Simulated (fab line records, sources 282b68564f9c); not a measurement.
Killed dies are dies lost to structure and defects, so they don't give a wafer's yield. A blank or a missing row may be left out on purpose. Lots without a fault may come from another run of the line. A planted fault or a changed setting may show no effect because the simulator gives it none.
Problem report in the 8D (eight disciplines) form, filled by code | flow rit_cmos | the parts of the form that need people (team, actions taken, sign-off) are left out

1. THE PROBLEM
PLDD_TW at RIT_PLDD_TW_MEAS_10 reads a mean of 2154 on 6 wafers of 2 lots; wafers without a fault read 2348 with a standard deviation of 31. That is -6.3 standard deviations from the usual mean.
First seen on wafer L225.2, day 5 17:35, on film_metro-04. The record holds 42 wafers of 14 lots with a number at this step. Rule for "out", or "out of limits": more than 4 standard deviations from the usual mean. The other wafers with a number count as sound.

2. WHAT IT IS AND WHAT IT IS NOT
question                    | is                           | is not
which readings at this step | PLDD_TW                      | -
which lots                  | L225, L226                   | L211, L212, L213, L214, L216, L217, L223, L227, L228, L229, L233, L234
which wafers of those lots  | all that have a number       | -
read on which gauges        | film_metro-01, film_metro-04 | film_metro-03
when                        | from day 5 17:35             | up to then (21 sound wafers); but 15 sound wafers of L227, L228, L229, L233, L234 came after

3. SUSPECTS, AND WHAT RULES EACH OUT
Counting: a tool at a process step up to the reading stays a suspect if it ran every lot that is out and no sound lot after the first of them.
- the gauge at RIT_PLDD_TW_MEAS_10: ruled out. The wafers that are out were read on 2 gauges (film_metro-01, film_metro-04).
- implanter-04 at RIT_PLDD_IMPLANT_08: kept. It ran every lot that is out, first L225 (day 5 17:16), and no sound lot after that; its last sound lot up to then is L223 (day 5 06:52). Its own readings are out on those wafers: dose_ions_cm2, faraday_current_uA.
Left after counting: implanter-04 at RIT_PLDD_IMPLANT_08.

4. THE CAUSE (what the simulator had put in)
Process parameter drift: implanter-04, from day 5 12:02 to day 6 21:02, at RIT_PLDD_IMPLANT_08. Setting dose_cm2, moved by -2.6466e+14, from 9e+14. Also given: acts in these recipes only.
Counting left only this tool.

5. THE CHAIN OF EFFECTS, in route order
Each row: a reading whose mean over the struck wafers that have a number lies more than 3 standard deviations from the usual. Only readings for which the record gives a usual standard deviation are gone through. hours: the time from each lot's start at the first step in this table that gives one to its start at this step, as a median over the lots. sigmas: the change in usual standard deviations.
hours | step                    | reading            | usual        | on struck wafers | change     | sigmas
0     | RIT_PLDD_IMPLANT_08     | dose_ions_cm2      | 8.998e+14    | 6.358e+14        | -2.640e+14 | -99 or more
0     | RIT_PLDD_IMPLANT_08     | faraday_current_uA | 2817         | 1991             | -826       | -14
0     | RIT_PLDD_TW_MEAS_10     | PLDD_TW            | 2348         | 2154             | -194       | -6.3
7     | RIT_SDANNEAL_RS_MEAS_06 | PLDD_RS            | 178.9 ohm/sq | 215.5            | +36.6      | +81
The process steps in it:
- RIT_PLDD_IMPLANT_08

6. WHAT WOULD HAVE CAUGHT IT SOONER
In this record the first reading out of limits at a measuring or inspecting step was taken at day 5 17:35, 6 hours after the fault began at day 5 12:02.
The tool's own readings at RIT_PLDD_IMPLANT_08 were out on every struck wafer that the step has a row for (dose_ions_cm2, faraday_current_uA): an alarm limit on them would have fired on the first of those.
Of the lots that are out (2), L226 began RIT_PLDD_IMPLANT_08 on implanter-04 after day 5 17:35. A hold on the tool at that time would have spared it.
